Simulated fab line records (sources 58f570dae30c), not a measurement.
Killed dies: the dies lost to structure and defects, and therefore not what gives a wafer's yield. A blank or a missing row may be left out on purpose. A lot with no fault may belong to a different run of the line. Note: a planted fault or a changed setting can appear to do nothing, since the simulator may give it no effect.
Matching of chambers    flow berkeley-cmos170    UCB170_NLDD_CLEAN_12 on wet-bench-01: 3 sister chambers
The step cleans in SPM, time 600 s. 6 wafers are shown with their chamber, then 8 later ones without.

== EACH WAFER AND ITS CHAMBER ==
wafer   chamber  bath-heat-duty-pct (%)  bath-guard-temp-C (C)
L633.5  3        15.3                    120.3
L633.6  3        14.6                    119.8
L634.4  2        12.9                    120.2
L634.6  2        12.8                    120.3
L632.4  0        13.9                    120.1
L637.3  0        14.7                    119.6

== WAFERS WITHOUT THEIR CHAMBER ==
wafer   bath-heat-duty-pct (%)  bath-guard-temp-C (C)
L637.5  13.3                    119.7
L637.6  13.8                    119.9
L649.2  13.5                    120.1
L649.3  14.4                    119.5
L649.5  13.6                    119.5
L646.2  14.1                    119.5
L646.3  13.6                    120.1
L646.5  14.9                    120.1

== EACH ONE'S CHAMBER ==
wafer   from the rows above           in truth
L637.5  can't be placed: 2 or 0 or 3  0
L637.6  can't be placed: 0 or 2 or 3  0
L649.2  can't be placed: 2 or 0 or 3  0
L649.3  can't be placed: 0 or 3       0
L649.5  can't be placed: 0 or 2 or 3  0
L646.2  can't be placed: 0 or 3       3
L646.3  can't be placed: 2 or 0 or 3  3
L646.5  can't be placed: 3 or 0       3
Placed correctly: 0 of 8. From these rows, 8 cannot be placed; in 8 the true chamber is one of the candidates. 0 placed wrongly.
How it was worked out, from the rows above alone: a wafer's distance from a chamber is the root of the sum, over the readings, of the square of ((its reading less the chamber's mean) divided by the reading's scatter). If the next closest chamber is less than 2 further off than the closest, the wafer can't be placed; otherwise it belongs to the closest. For every chamber, the mean is computed from those of its wafers that are shown. The scatter: take each reading less its chamber's mean, square it, sum over the shown wafers, divide by the number of wafers less the number of chambers, and take the root.
